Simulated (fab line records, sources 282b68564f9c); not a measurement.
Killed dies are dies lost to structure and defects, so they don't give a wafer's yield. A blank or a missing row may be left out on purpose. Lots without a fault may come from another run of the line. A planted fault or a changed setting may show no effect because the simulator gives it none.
Tool commonality check | flow rit_cmos | 14 lots, 48 wafers sampled

WHY IT WAS OPENED
At RIT_M1_RS_MEAS_01 the reading M1_AL_RS is flagged on 2 of 14 lots. Wafers without a fault read 0.0751 ohm/sq, standard deviation 0.0011.
Rule: a lot is flagged when every wafer of it that has a number lies more than 4 standard deviations from that mean, or none has a number. The other lots count as sound.

lot  | measured    | on            | M1_AL_RS (ohm/sq), wafer by wafer         | flag
L604 | day 3 06:55 | film_metro-02 | 0.0753 0.0748 0.0750                      |
L605 | day 3 14:35 | film_metro-03 | 0.0765 0.0760 0.0765                      |
L606 | day 3 17:11 | film_metro-01 | 0.0762 0.0759 0.0754                      |
L608 | day 4 01:52 | film_metro-03 | 0.0758 0.0752 0.0767                      |
L610 | day 4 13:46 | film_metro-02 | 0.0752 0.0750 0.0743                      |
L613 | day 5 07:08 | film_metro-01 | 0.0749 0.0746 0.0735                      |
L614 | day 5 09:57 | film_metro-01 | 0.0749 0.0756 0.0763                      |
L615 | day 5 15:10 | film_metro-01 | 0.0732 0.0740 0.0746                      |
L616 | day 5 18:06 | film_metro-02 | 0.0773 0.0764 0.0757                      |
L619 | day 6 08:40 | film_metro-02 | 0.0761 0.0752 0.0762                      |
L621 | day 6 18:44 | film_metro-03 | 0.0745 0.0761 0.0743                      |
L623 | day 7 09:35 | film_metro-01 | 0.0365 0.0371 0.0370 0.0365 0.0371 0.0370 | FLAGGED
L625 | day 7 23:05 | film_metro-03 | 0.0372 0.0368 0.0365 0.0372 0.0368 0.0365 | FLAGGED
L627 | day 7 23:51 | film_metro-03 | 0.0758 0.0755 0.0761                      |
The numbers of the flagged lots are 0.0369 ohm/sq on average: -0.0382 ohm/sq against the usual, or -35 standard deviations.

WHICH TOOL RAN EACH LOT
The record holds 1 process step before the reading, out of a route of 202 steps. In each cell: the tool, then ch and the chambers that the sampled wafers went through, then the start.
lot  | flag    | RIT_M1_SPUTTER_00
L604 |         | pvd_sputter-01, day 3 06:38
L605 |         | pvd_sputter-02, day 3 14:18
L606 |         | pvd_sputter-03, day 3 16:51
L608 |         | pvd_sputter-03, day 4 01:32
L610 |         | pvd_sputter-03, day 4 13:26
L613 |         | pvd_sputter-02, day 5 06:51
L614 |         | pvd_sputter-03, day 5 09:40
L615 |         | pvd_sputter-02, day 5 14:51
L616 |         | pvd_sputter-03, day 5 17:47
L619 |         | pvd_sputter-02, day 6 08:21
L621 |         | pvd_sputter-02, day 6 18:27
L623 | FLAGGED | pvd_sputter-02, day 7 08:50
L625 | FLAGGED | pvd_sputter-02, day 7 22:20
L627 |         | pvd_sputter-02, day 7 23:32
What these steps do:
- RIT_M1_SPUTTER_00: material Al, target thk 400 nm, time 500 s.
- RIT_M1_RS_MEAS_01: measures by four-point-probe.

FLAGGED OVER TOTAL, TOOL BY TOOL (the gauges that took the reading come last)
step              | tool           | lots run | flagged | share of the flagged lots | sound lots run after its first flagged lot
RIT_M1_SPUTTER_00 | pvd_sputter-01 | 1        | 0       | none                      | -
RIT_M1_SPUTTER_00 | pvd_sputter-02 | 8        | 2       | all                       | 1 (L627)
RIT_M1_SPUTTER_00 | pvd_sputter-03 | 5        | 0       | none                      | -
RIT_M1_RS_MEAS_01 | film_metro-01  | 5        | 1       | some                      | 0
RIT_M1_RS_MEAS_01 | film_metro-02  | 4        | 0       | none                      | -
RIT_M1_RS_MEAS_01 | film_metro-03  | 5        | 1       | some                      | 1 (L627)

WHAT THE TABLE ALLOWS
1 row of the table ran every flagged lot: pvd_sputter-02 at RIT_M1_SPUTTER_00.
- pvd_sputter-02 at RIT_M1_SPUTTER_00: 2 of its 8 lots flagged. Sound lots ran on it after the first flagged one (L627), which a lasting fault on the whole tool wouldn't allow.
No row of the table ran every flagged lot and no sound lot after the first.

WHAT THE SIMULATOR HAD PUT IN
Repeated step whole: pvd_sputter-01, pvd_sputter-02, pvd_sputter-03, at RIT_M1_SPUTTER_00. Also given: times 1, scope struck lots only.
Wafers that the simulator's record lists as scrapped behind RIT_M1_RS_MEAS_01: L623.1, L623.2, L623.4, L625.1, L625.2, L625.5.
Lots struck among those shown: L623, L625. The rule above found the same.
